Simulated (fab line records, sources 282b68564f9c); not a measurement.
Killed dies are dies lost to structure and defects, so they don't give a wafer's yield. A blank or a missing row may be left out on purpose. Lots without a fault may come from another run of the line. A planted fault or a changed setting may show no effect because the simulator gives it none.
Which tool did it? | flow rit_cmos | 14 lots, 42 wafers sampled, at 2 steps of a route of 202

WHAT THE GAUGES READ, wafer by wafer
RIT_NSD_OVL_MEAS_06. Usual: NSD_OVL -0.7 nm, standard deviation 1.2.
lot  | measured    | on         | NSD_OVL (nm)   | flag
L691 | day 2 22:10 | overlay-01 | -0.4 -0.2 -0.9 |
L692 | day 3 03:35 | overlay-02 | 0.8 -0.8 -2.0  |
L693 | day 3 10:19 | overlay-02 | -2.4 -2.7 -2.2 |
L694 | day 3 15:28 | overlay-01 | -1.9 -2.1 0.6  |
L695 | day 3 22:28 | overlay-01 | -3.0 -0.5 -0.8 |
L697 | day 4 03:56 | overlay-01 | 1.4 0.1 0.9    |
L698 | day 4 11:07 | overlay-02 | -2.2 -1.8 -0.6 |
L699 | day 4 15:40 | overlay-01 | 1.0 -2.1 0.7   |
L700 | day 4 21:52 | overlay-01 | 0.3 -1.8 -2.8  |
L701 | day 5 01:13 | overlay-02 | -1.3 -0.4 -0.2 |
L704 | day 5 18:38 | overlay-02 | -1.5 -2.5 -1.7 |
L705 | day 5 21:58 | overlay-01 | -0.2 0.6 0.9   |
L711 | day 7 07:45 | overlay-02 | -1.2 -1.3 -0.2 |
L712 | day 7 16:57 | overlay-01 | 0.4 0.7 0.4    |

WHICH TOOL RAN EACH LOT (tool, then ch and the chambers of the sampled wafers, then the start)
lot  | RIT_ACTIVE_STRIP_14
L691 | plasma_asher-01 ch 0,1, day 1 15:02
L692 | plasma_asher-01 ch 0,1, day 1 19:58
L693 | plasma_asher-01 ch 0,1, day 2 00:58
L694 | plasma_asher-04 ch 1, day 2 07:36
L695 | plasma_asher-01 ch 1, day 2 10:58
L697 | plasma_asher-01 ch 0,1, day 2 20:50
L698 | plasma_asher-02 ch 0,1, day 3 02:50
L699 | plasma_asher-04 ch 0,1, day 3 07:59
L700 | plasma_asher-01 ch 1, day 3 13:48
L701 | plasma_asher-02 ch 0,1, day 3 16:54
L704 | plasma_asher-04 ch 0, day 4 07:58
L705 | plasma_asher-04 ch 0,1, day 4 13:11
L711 | plasma_asher-02 ch 0,1, day 5 20:22
L712 | plasma_asher-01 ch 0, day 6 01:14
- RIT_ACTIVE_STRIP_14: strips in O2, time 180 s.

WHAT THE TOOLS THEMSELVES READ (means of the sampled wafers that have a number; where no wafer has one, the mark that the record gives instead)
RIT_ACTIVE_STRIP_14. Usual: drypump_motor_current_A 5.5 A, standard deviation 0.4.
lot  | tool            | drypump_motor_current_A (A) | flag
L691 | plasma_asher-01 | 5.3                         |
L692 | plasma_asher-01 | 5.2                         |
L693 | plasma_asher-01 | 5.2                         |
L694 | plasma_asher-04 | 6.3                         |
L695 | plasma_asher-01 | 5.2                         |
L697 | plasma_asher-01 | 5.3                         |
L698 | plasma_asher-02 | 5.2                         |
L699 | plasma_asher-04 | 6.1                         |
L700 | plasma_asher-01 | 5.2                         |
L701 | plasma_asher-02 | 5.2                         |
L704 | plasma_asher-04 | 5.6                         |
L705 | plasma_asher-04 | 6.1                         |
L711 | plasma_asher-02 | 5.2                         |
L712 | plasma_asher-01 | 5.3                         |

THE ANSWER, worked out from the rows above alone
Rule: a lot is off if the mean of its wafers that have a number lies more than 3 standard deviations from the usual mean. A lot without any number at a reading at which 4 lots or more have one is off too. The other lots that the step has rows for count as sound. The gauges are gone through in route order, then the tools' own readings, and for those a lot's mean is taken as printed above. The first step at which some lot is off is used, and at that step the reading that is off furthest; a lot without a number counts as furthest.
No lot is off at any reading shown: from this, nothing can be told.

WHAT THE SIMULATOR HAD PUT IN
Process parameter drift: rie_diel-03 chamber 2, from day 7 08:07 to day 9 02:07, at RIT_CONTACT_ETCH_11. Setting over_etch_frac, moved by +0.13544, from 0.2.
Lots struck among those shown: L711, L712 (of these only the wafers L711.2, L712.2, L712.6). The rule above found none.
